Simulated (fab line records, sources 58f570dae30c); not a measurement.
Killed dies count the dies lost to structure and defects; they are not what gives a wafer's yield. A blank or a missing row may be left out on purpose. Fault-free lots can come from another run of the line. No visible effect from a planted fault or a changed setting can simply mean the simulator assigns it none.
What tool caused it? | flow berkeleyCmos170 | 14 lots, 42 wafers sampled, at 5 steps of a route of 331

## WHAT EACH GAUGE READ, for each wafer
UCB170_START_BOW_MEAS_00. Usual: INCOMING_BOW -1 um, standard deviation 6.7.
lot  | measured    | on           | INCOMING_BOW (um) | flag
L292 | day 1 10:01 | filmMetro-03 | 5 -2 11           | 
L293 | day 1 15:01 | filmMetro-01 | 3 4 -10           | 
L294 | day 1 20:00 | filmMetro-04 | -6 -8 6           | 
L295 | day 2 01:04 | filmMetro-04 | -3 1 3            | 
L296 | day 2 06:00 | filmMetro-01 | -10 1 -1          | 
L297 | day 2 11:04 | filmMetro-01 | -9 -10 7          | 
L298 | day 2 16:00 | filmMetro-01 | -8 7 1            | 
L299 | day 2 21:01 | filmMetro-03 | 1 -1 -7           | 
L303 | day 3 17:00 | filmMetro-01 | -3 -2 7           | 
L304 | day 3 22:00 | filmMetro-01 | 0 -5 0            | 
L305 | day 4 03:00 | filmMetro-03 | 0 12 -6           | 
L306 | day 4 08:00 | filmMetro-01 | 1 6 -4            | 
L308 | day 4 18:00 | filmMetro-04 | 1 12 5            | 
L314 | day 6 00:01 | filmMetro-04 | -7 2 -8           | 

UCB170_SILICIDE_RS_MEAS_02: measurement is done with a four-point probe. Usual: SILICIDE_TI_RS 26.2 ohm/sq, standard deviation 0.34.
lot  | measured     | on           | SILICIDE_TI_RS (ohm/sq) | flag
L292 | day 6 19:46  | filmMetro-02 | 25.7 26.3 25.6          | 
L293 | day 7 02:16  | filmMetro-04 | 26.8 26.2 26.8          | 
L294 | day 7 20:18  | filmMetro-02 | 25.7 25.8 25.9          | 
L295 | day 7 22:50  | filmMetro-02 | 25.8 26.1 26.0          | 
L296 | day 7 15:53  | filmMetro-02 | 26.1 26.5 26.3          | 
L297 | day 7 22:50  | filmMetro-04 | 26.9 26.4 26.6          | 
L298 | day 7 23:01  | filmMetro-04 | 25.9 25.7 25.8          | 
L299 | day 8 17:52  | filmMetro-02 | 26.4 26.6 26.0          | 
L303 | day 9 09:35  | filmMetro-04 | 26.1 26.1 25.9          | 
L304 | day 9 09:47  | filmMetro-01 | 25.7 26.1 26.0          | 
L305 | day 9 09:35  | filmMetro-02 | 27.0 26.8 26.5          | 
L306 | day 9 16:46  | filmMetro-02 | 11.6 11.8 11.6          | OFF
L308 | day 9 22:07  | filmMetro-01 | 11.7 11.6 11.7          | OFF
L314 | day 11 21:40 | filmMetro-02 | 26.2 26.2 26.2          | 

UCB170_SILICIDE_THK_MEAS_03: measures by xrf. Usual: SILICIDE_TI_THK 29.7 nm, standard deviation 0.35.
lot  | measured     | on           | SILICIDE_TI_THK (nm) | flag
L292 | day 6 19:52  | filmMetro-02 | 30.1 29.6 30.3       | 
L293 | day 7 02:23  | filmMetro-04 | 29.3 29.9 29.3       | 
L294 | day 7 20:25  | filmMetro-02 | 30.0 30.0 29.7       | 
L295 | day 7 22:56  | filmMetro-02 | 30.0 29.6 29.8       | 
L296 | day 7 16:00  | filmMetro-02 | 29.5 29.2 29.3       | 
L297 | day 7 22:55  | filmMetro-04 | 29.3 29.7 29.6       | 
L298 | day 7 23:08  | filmMetro-04 | 30.1 30.4 30.1       | 
L299 | day 8 17:58  | filmMetro-02 | 29.4 29.2 29.8       | 
L303 | day 9 09:42  | filmMetro-04 | 29.8 29.9 29.8       | 
L304 | day 9 09:55  | filmMetro-01 | 30.0 29.5 29.7       | 
L305 | day 9 09:42  | filmMetro-02 | 28.9 29.1 29.3       | 
L306 | day 9 16:53  | filmMetro-02 | 59.8 59.5 60.4       | OFF
L308 | day 9 22:14  | filmMetro-01 | 59.4 59.6 59.4       | OFF
L314 | day 11 21:46 | filmMetro-02 | 29.6 29.5 29.6       | 

## TOOL THAT RAN EACH LOT (tool first, then ch and the chambers of the sampled wafers, then the start)
lot  | UCB170_ZERO_STRIP_07               | UCB170_SILICIDE_SPUTTER_01
L292 | plasmaAsher-03 ch 1, day 1 17:12   | pvdSputter-04, day 6 19:43
L293 | plasmaAsher-04 ch 0,1, day 1 23:43 | pvdSputter-03, day 7 02:13
L294 | plasmaAsher-03 ch 0,1, day 2 05:56 | pvdSputter-04, day 7 20:16
L295 | plasmaAsher-01 ch 0,1, day 2 09:43 | pvdSputter-04, day 7 22:41
L296 | plasmaAsher-01 ch 0,1, day 2 14:51 | pvdSputter-01, day 7 15:51
L297 | plasmaAsher-01 ch 0,1, day 2 22:07 | pvdSputter-03, day 7 22:41
L298 | plasmaAsher-04 ch 0,1, day 3 01:05 | pvdSputter-01, day 7 22:59
L299 | plasmaAsher-04 ch 0,1, day 3 05:28 | pvdSputter-03, day 8 17:49
L303 | plasmaAsher-01 ch 0, day 4 01:27   | pvdSputter-04, day 9 09:33
L304 | plasmaAsher-03 ch 0,1, day 4 08:49 | pvdSputter-01, day 9 09:46
L305 | plasmaAsher-01 ch 1, day 4 13:02   | pvdSputter-03, day 9 09:33
L306 | plasmaAsher-04 ch 0,1, day 4 18:11 | pvdSputter-03, day 9 16:32
L308 | plasmaAsher-01 ch 0,1, day 5 01:28 | pvdSputter-01, day 9 21:53
L314 | plasmaAsher-03 ch 0,1, day 6 19:48 | pvdSputter-01, day 11 21:37
- UCB170_ZERO_STRIP_07: strips in O2.
- UCB170_SILICIDE_SPUTTER_01: material Ti, target thk 30 nm, time 25 s.

## WHAT THE TOOLS THEMSELVES READ (means of the sampled wafers that have a number; where no wafer has one, the mark that the record gives instead)
UCB170_ZERO_STRIP_07. Usual: drypumpMotorCurrentA 5.7 A, standard deviation 0.48; oesProductAu 0.727 a.u., standard deviation 0.0043; stripTimeToEndpointS 21.49 s, standard deviation 0.053.
lot  | tool           | drypumpMotorCurrentA (A) | oesProductAu (a.u.) | stripTimeToEndpointS (s) | flag
L292 | plasmaAsher-03 | 5.9                      | 0.725               | 21.43                    | 
L293 | plasmaAsher-04 | 6.3                      | 0.729               | 21.44                    | 
L294 | plasmaAsher-03 | 5.9                      | 0.727               | 21.59                    | 
L295 | plasmaAsher-01 | 5.1                      | 0.728               | 21.45                    | 
L296 | plasmaAsher-01 | 5.2                      | 0.727               | 21.50                    | 
L297 | plasmaAsher-01 | 5.2                      | 0.730               | 21.47                    | 
L298 | plasmaAsher-04 | 6.2                      | 0.726               | 21.59                    | 
L299 | plasmaAsher-04 | 6.2                      | 0.723               | 21.46                    | 
L303 | plasmaAsher-01 | 5.3                      | 0.725               | 21.45                    | 
L304 | plasmaAsher-03 | 5.8                      | 0.722               | 21.43                    | 
L305 | plasmaAsher-01 | 5.0                      | 0.727               | 21.49                    | 
L306 | plasmaAsher-04 | 6.0                      | 0.731               | 21.51                    | 
L308 | plasmaAsher-01 | 5.2                      | 0.730               | 21.42                    | 
L314 | plasmaAsher-03 | 5.9                      | 0.726               | 21.48                    | 

UCB170_SILICIDE_SPUTTER_01. Usual: throttleValvePct at 29.9 %, with a standard deviation of 1.
lot  | tool          | throttleValvePct (%) | flag
L292 | pvdSputter-04 | 31.4                 | 
L293 | pvdSputter-03 | 30.0                 | 
L294 | pvdSputter-04 | 30.3                 | 
L295 | pvdSputter-04 | 30.9                 | 
L296 | pvdSputter-01 | 30.0                 | 
L297 | pvdSputter-03 | 29.5                 | 
L298 | pvdSputter-01 | 30.2                 | 
L299 | pvdSputter-03 | 30.0                 | 
L303 | pvdSputter-04 | 30.8                 | 
L304 | pvdSputter-01 | 29.7                 | 
L305 | pvdSputter-03 | 29.6                 | 
L306 | pvdSputter-03 | 29.5                 | 
L308 | pvdSputter-01 | 29.9                 | 
L314 | pvdSputter-01 | 29.9                 | 

## THE ANSWER, worked out from the rows above alone
Rule: a lot counts as off when the mean over its wafers that have a number is more than 3 standard deviations away from the usual mean. A lot without any number at a reading at which 4 lots or more have one is off too. Any other lot the step has rows for is counted as sound. Order of review: gauges by route order, followed by the tools' own readings, for which a lot's mean as printed above is used. The first step at which some lot is off is used, and at that step the reading that is off furthest; a lot without a number counts as furthest.
Off: L306, L308, at UCB170_SILICIDE_RS_MEAS_02 (SILICIDE_TI_RS).
If a tool, at a process step before that reading, ran all the lots that are off and no sound lot after the first of them, it fits. The gauges at UCB170_SILICIDE_RS_MEAS_02 are tried like those tools. No candidate that was tried fits.

## WHAT THE SIMULATOR HAD INSERTED
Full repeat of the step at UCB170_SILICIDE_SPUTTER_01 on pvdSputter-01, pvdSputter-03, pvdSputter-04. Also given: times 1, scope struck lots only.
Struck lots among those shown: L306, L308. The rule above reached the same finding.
